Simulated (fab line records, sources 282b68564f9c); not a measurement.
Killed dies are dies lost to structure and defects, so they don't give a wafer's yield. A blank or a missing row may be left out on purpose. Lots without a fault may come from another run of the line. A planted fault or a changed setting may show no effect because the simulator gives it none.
Tool commonality check | flow rit_cmos | 14 lots, 42 wafers sampled

WHY IT WAS OPENED
At RIT_SDANNEAL_RS_MEAS_04 the reading PSD_RS is flagged on 2 of 14 lots. Wafers without a fault read 115.93 ohm/sq, standard deviation 0.24.
Rule: a lot is flagged when every wafer of it that has a number lies more than 4 standard deviations from that mean, or none has a number. The other lots count as sound.

lot  | measured    | on            | PSD_RS (ohm/sq), wafer by wafer | flag
L950 | day 3 01:23 | film_metro-03 | 116.16 116.14 115.78            |
L951 | day 3 10:50 | film_metro-04 | 116.22 116.32 116.03            |
L952 | day 3 13:11 | film_metro-03 | 115.71 115.75 115.73            |
L953 | day 3 17:17 | film_metro-01 | 115.38 115.69 115.92            |
L954 | day 3 21:26 | film_metro-03 | 116.19 116.22 116.27            |
L955 | day 4 02:34 | film_metro-03 | 115.74 115.75 115.73            |
L957 | day 4 12:19 | film_metro-01 | 116.32 115.93 116.19            |
L958 | day 4 18:14 | film_metro-04 | 117.83 118.44 118.29            | FLAGGED
L959 | day 4 23:29 | film_metro-03 | 117.93 117.84 118.12            | FLAGGED
L966 | day 6 10:45 | film_metro-01 | 116.11 115.74 116.24            |
L967 | day 6 16:13 | film_metro-03 | 115.47 115.67 115.88            |
L969 | day 7 01:41 | film_metro-03 | 115.94 115.83 116.21            |
L972 | day 7 16:40 | film_metro-03 | 115.43 115.50 115.67            |
L973 | day 7 21:08 | film_metro-01 | 115.97 116.25 116.22            |
The numbers of the flagged lots are 118.08 ohm/sq on average: +2.14 ohm/sq against the usual, or +9 standard deviations.

WHICH TOOL RAN EACH LOT
The record holds 1 process step before the reading, out of a route of 202 steps. In each cell: the tool, then ch and the chambers that the sampled wafers went through, then the start.
lot  | flag    | RIT_PSD_IMPLANT_08
L950 |         | implanter-02 ch 0, day 3 00:35
L951 |         | implanter-02 ch 0, day 3 10:01
L952 |         | implanter-03 ch 0, day 3 12:22
L953 |         | implanter-02 ch 0, day 3 16:28
L954 |         | implanter-02 ch 0, day 3 20:37
L955 |         | implanter-01 ch 0, day 4 01:46
L957 |         | implanter-01 ch 0, day 4 11:17
L958 | FLAGGED | implanter-02 ch 0, day 4 17:26
L959 | FLAGGED | implanter-02 ch 0, day 4 22:40
L966 |         | implanter-01 ch 0, day 6 09:56
L967 |         | implanter-01 ch 0, day 6 15:11
L969 |         | implanter-03 ch 0, day 7 00:53
L972 |         | implanter-02 ch 0, day 7 15:31
L973 |         | implanter-03 ch 0, day 7 19:58
What these steps do:
- RIT_PSD_IMPLANT_08
- RIT_SDANNEAL_RS_MEAS_04: measures by four-point-probe.

FLAGGED OVER TOTAL, TOOL BY TOOL (the gauges that took the reading come last)
step                    | tool          | lots run | flagged | share of the flagged lots | sound lots run after its first flagged lot
RIT_PSD_IMPLANT_08      | implanter-01  | 4        | 0       | none                      | -
RIT_PSD_IMPLANT_08      | implanter-02  | 7        | 2       | all                       | 1 (L972)
RIT_PSD_IMPLANT_08      | implanter-03  | 3        | 0       | none                      | -
RIT_SDANNEAL_RS_MEAS_04 | film_metro-01 | 4        | 0       | none                      | -
RIT_SDANNEAL_RS_MEAS_04 | film_metro-03 | 8        | 1       | some                      | 3 (L967,L969,L972)
RIT_SDANNEAL_RS_MEAS_04 | film_metro-04 | 2        | 1       | some                      | 0

WHAT THE TABLE ALLOWS
1 row of the table ran every flagged lot: implanter-02 at RIT_PSD_IMPLANT_08.
- implanter-02 at RIT_PSD_IMPLANT_08: 2 of its 7 lots flagged. Sound lots ran on it after the first flagged one (L972), which a lasting fault on the whole tool wouldn't allow. Its own readings lie more than 4 standard deviations out on every wafer of the flagged lots: beam_energy_keV.
No row of the table ran every flagged lot and no sound lot after the first.

WHAT THE SIMULATOR HAD PUT IN
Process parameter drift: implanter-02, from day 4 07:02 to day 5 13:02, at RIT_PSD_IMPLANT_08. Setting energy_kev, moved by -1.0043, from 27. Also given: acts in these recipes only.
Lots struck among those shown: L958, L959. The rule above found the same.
